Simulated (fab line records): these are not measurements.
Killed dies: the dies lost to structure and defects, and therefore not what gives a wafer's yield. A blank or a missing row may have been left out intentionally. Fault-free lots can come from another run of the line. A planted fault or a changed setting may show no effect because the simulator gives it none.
Split-lot study / flow ritCmos / 5 lots, 23 wafers read, on a route of 202 steps

## ON THE SPLIT
At RIT_ACTIVE_EXPOSE_08 (exposes mask M1, target cd 1400 nm), the setting doseMj was moved away from the recipe's 225 on 8 of the 23 wafers read, by -7.2% to +3.1%. The other wafers ran this setting at the recipe's value.

## FROM THE SPLIT TO THE READING: what the file shows between them, 5 steps
- RIT_ACTIVE_PEB_09
- RIT_ACTIVE_DEVELOP_10: develop time 50 s
- RIT_ACTIVE_CD_MEAS_11: target cd 1400 nm
- RIT_ACTIVE_ETCH_13: etches Si3N4 in SF6, stops on SiO2, time 210 s, target depth 210 nm (also split here: overEtchFrac)
- RIT_ACTIVE_STRIP_14: strips in O2, time 180 s

## THE READING
At RIT_ACTIVE_CD_MEAS_90: cdNm in nanometres, against a target cd of 1400 nm. A value of 1400.1 nm with a standard deviation of 1.9 nm is what fault-free wafers of this fab line usually give.

wafer=L074.1; tool, chamber at the split=ilineStepper-02, 0; doseMj as run=220.3; against the recipe=-2.1%; cdNm, nm=1405.2; against lot-mates on the recipe=+4.2
wafer=L074.2; tool, chamber at the split=ilineStepper-02, 0; doseMj as run=225; against the recipe=recipe; cdNm, nm=1401.5; against lot-mates on the recipe=-
wafer=L074.3; tool, chamber at the split=ilineStepper-02, 0; doseMj as run=220.3; against the recipe=-2.1%; cdNm, nm=1407.6; against lot-mates on the recipe=+6.5
wafer=L074.5; tool, chamber at the split=ilineStepper-02, 0; doseMj as run=225; against the recipe=recipe; cdNm, nm=1400.6; against lot-mates on the recipe=-
wafer=L074.6; tool, chamber at the split=ilineStepper-02, 0; doseMj as run=220.3; against the recipe=-2.1%; cdNm, nm=1406.0; against lot-mates on the recipe=+5.0
wafer=L076.2; tool, chamber at the split=ilineStepper-01, 0; doseMj as run=225; against the recipe=recipe; cdNm, nm=1404.0; against lot-mates on the recipe=-
wafer=L076.5; tool, chamber at the split=ilineStepper-01, 0; doseMj as run=225; against the recipe=recipe; cdNm, nm=1401.8; against lot-mates on the recipe=-
wafer=L076.6; tool, chamber at the split=ilineStepper-01, 0; doseMj as run=225; against the recipe=recipe; cdNm, nm=1403.5; against lot-mates on the recipe=-
wafer=L080.1; tool, chamber at the split=ilineStepper-02, 0; doseMj as run=208.7; against the recipe=-7.2%; cdNm, nm=1422.4; against lot-mates on the recipe=+21.7
wafer=L080.2; tool, chamber at the split=ilineStepper-02, 0; doseMj as run=208.7; against the recipe=-7.2%; cdNm, nm=1422.7; against lot-mates on the recipe=+22.0
wafer=L080.3; tool, chamber at the split=ilineStepper-02, 0; doseMj as run=225; against the recipe=recipe; cdNm, nm=1399.6; against lot-mates on the recipe=-
wafer=L080.4; tool, chamber at the split=ilineStepper-02, 0; doseMj as run=225; against the recipe=recipe; cdNm, nm=1401.8; against lot-mates on the recipe=-
wafer=L080.5; tool, chamber at the split=ilineStepper-02, 0; doseMj as run=208.7; against the recipe=-7.2%; cdNm, nm=1421.6; against lot-mates on the recipe=+20.9
wafer=L083.1; tool, chamber at the split=ilineStepper-02, 0; doseMj as run=225; against the recipe=recipe; cdNm, nm=1402.9; against lot-mates on the recipe=-
wafer=L083.2; tool, chamber at the split=ilineStepper-02, 0; doseMj as run=225; against the recipe=recipe; cdNm, nm=1400.1; against lot-mates on the recipe=-
wafer=L083.3; tool, chamber at the split=ilineStepper-02, 0; doseMj as run=232; against the recipe=+3.1%; cdNm, nm=1392.6; against lot-mates on the recipe=-8.9
wafer=L083.4; tool, chamber at the split=ilineStepper-02, 0; doseMj as run=232; against the recipe=+3.1%; cdNm, nm=1392.3; against lot-mates on the recipe=-9.2
wafer=L083.5; tool, chamber at the split=ilineStepper-02, 0; doseMj as run=225; against the recipe=recipe; cdNm, nm=1401.5; against lot-mates on the recipe=-
wafer=L085.1; tool, chamber at the split=ilineStepper-01, 0; doseMj as run=225; against the recipe=recipe; cdNm, nm=1395.5; against lot-mates on the recipe=-
wafer=L085.2; tool, chamber at the split=ilineStepper-01, 0; doseMj as run=225; against the recipe=recipe; cdNm, nm=1395.6; against lot-mates on the recipe=-
wafer=L085.3; tool, chamber at the split=ilineStepper-01, 0; doseMj as run=225; against the recipe=recipe; cdNm, nm=1395.9; against lot-mates on the recipe=-
wafer=L085.4; tool, chamber at the split=ilineStepper-01, 0; doseMj as run=225; against the recipe=recipe; cdNm, nm=1395.6; against lot-mates on the recipe=-
wafer=L085.6; tool, chamber at the split=ilineStepper-01, 0; doseMj as run=225; against the recipe=recipe; cdNm, nm=1395.8; against lot-mates on the recipe=-

THE FIT
A straight line over all 23 wafers: cdNm changes by -2.99 nm for each +1% of doseMj; r = -0.95; the points scatter about the line by 2.7 nm.
The same after taking each lot's own level away (the mean of its wafers on the recipe; 23 wafers): -2.94 nm for each +1%; r = -0.99; scatter 0.87 nm.
Per that fit: largest doseMj move, reading shift of 21 nm.
The lots' own levels span 1395.68 to 1403.10 nm, that is 3.9 times the standard deviation above.
So the lot-to-lot level changes the slope little: the two slopes agree.
Check: for one of the wafers moved furthest among these (-7.2%), held out of the fit, the line's prediction against its lot-mates is +21.1 nm. It came out at +21.7 nm against them.

## THESE WAFERS: OTHER SPLITS
Note: prior to the reading, these wafers also went through further splits. Each is held against what the fit with the lots' levels taken away leaves over:
other split on the same wafers=RIT_ACTIVE_CVD_03 tempC; wafers away from the commonest value=10; r with cdNm (lot level and that fit taken away)=+0.01
other split on the same wafers=RIT_ACTIVE_ETCH_13 overEtchFrac; wafers away from the commonest value=5; r with cdNm (lot level and that fit taken away)=+0.02

## THE WHOLE CHAIN: every reading that the file lists as answering this split, in the file's order
step=RIT_ACTIVE_CD_MEAS_11; what it does=target cd 1400 nm; reading=cdNm; change (the file's fit)=-2.87 nm for each +1% of the setting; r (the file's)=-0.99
step=RIT_ACTIVE_ETCH_13; what it does=etches Si3N4 in SF6, stops on SiO2, time 210 s, target depth 210 nm; reading=ACTIVE.cdNm (the simulator's own value, which no gauge read); change (the file's fit)=-2.89 nm for each +1% of the setting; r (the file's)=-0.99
step=RIT_ACTIVE_CD_MEAS_90; what it does=target cd 1400 nm; reading=cdNm; change (the file's fit)=-2.93 nm for each +1% of the setting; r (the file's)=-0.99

## FILE'S OWN FIT
cdNm changes by -2.93 nm for each +1% of doseMj, r = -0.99.
